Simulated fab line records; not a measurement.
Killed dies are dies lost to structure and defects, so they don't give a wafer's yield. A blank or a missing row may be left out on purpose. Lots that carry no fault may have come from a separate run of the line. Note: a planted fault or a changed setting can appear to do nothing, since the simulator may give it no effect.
2 desks, one fault    flow berkeley_cmos170    only its own numbers are on each desk; what lay behind them is given at the end

THE METROLOGY DESK
Means of the sampled wafers that have a number, per lot and without regard to the tool the lot ran on: this is what the gauges read. The brackets show how far a lot's mean lies from the usual mean; more than 4 standard deviations puts the lot out of limits, marked OUT.
Columns: A = V2_TEOS_THK at UCB170_V2_THK_MEAS_01, usual 2002 nm
lot   first seen here  A
L499  day 8 12:12      2022
L498  day 8 15:28      2029
L502  day 8 21:03      2008
L501  day 8 23:16      1989
L500  day 8 23:31      2005
L507  day 10 09:19     1995
L504  day 10 09:46     2009
L509  day 11 00:06     1999
L512  day 11 08:55     1996
L511  day 11 14:10     2073
L510  day 11 14:15     2008
L517  day 12 18:20     2018
L521  day 13 12:13     2011
This desk's verdict: no lot among the 13 shows anything out of limits.

DESK OF THE TOOL OWNER: pecvd-04
The tool's own readings at UCB170_V2_CVD_00 (deposits SiO2 from TEOS/O2, target thk 2000 nm, time 250 s): means of the sampled wafers that have a number, for each lot that ran on this tool. The brackets show how far a lot's mean lies from the usual mean; more than 4 standard deviations puts the lot out of limits, marked OUT.
Columns: A = heater_power_w at UCB170_V2_CVD_00, usual 251 W; B = susceptor_temp_C at UCB170_V2_CVD_00, usual 389.99 C
lot   first seen here  A    B
L504  day 10 09:35     233  390.28
L512  day 11 08:46     225  390.01
L511  day 11 14:01     285  389.75
This desk's verdict: no lot among the 3 shows anything out of limits.

PUT TOGETHER
From the metrology desk's view, nothing was out of limits.
Nothing out of limits was seen by the tool owner's desk.

WHAT THE SIMULATOR PUT IN
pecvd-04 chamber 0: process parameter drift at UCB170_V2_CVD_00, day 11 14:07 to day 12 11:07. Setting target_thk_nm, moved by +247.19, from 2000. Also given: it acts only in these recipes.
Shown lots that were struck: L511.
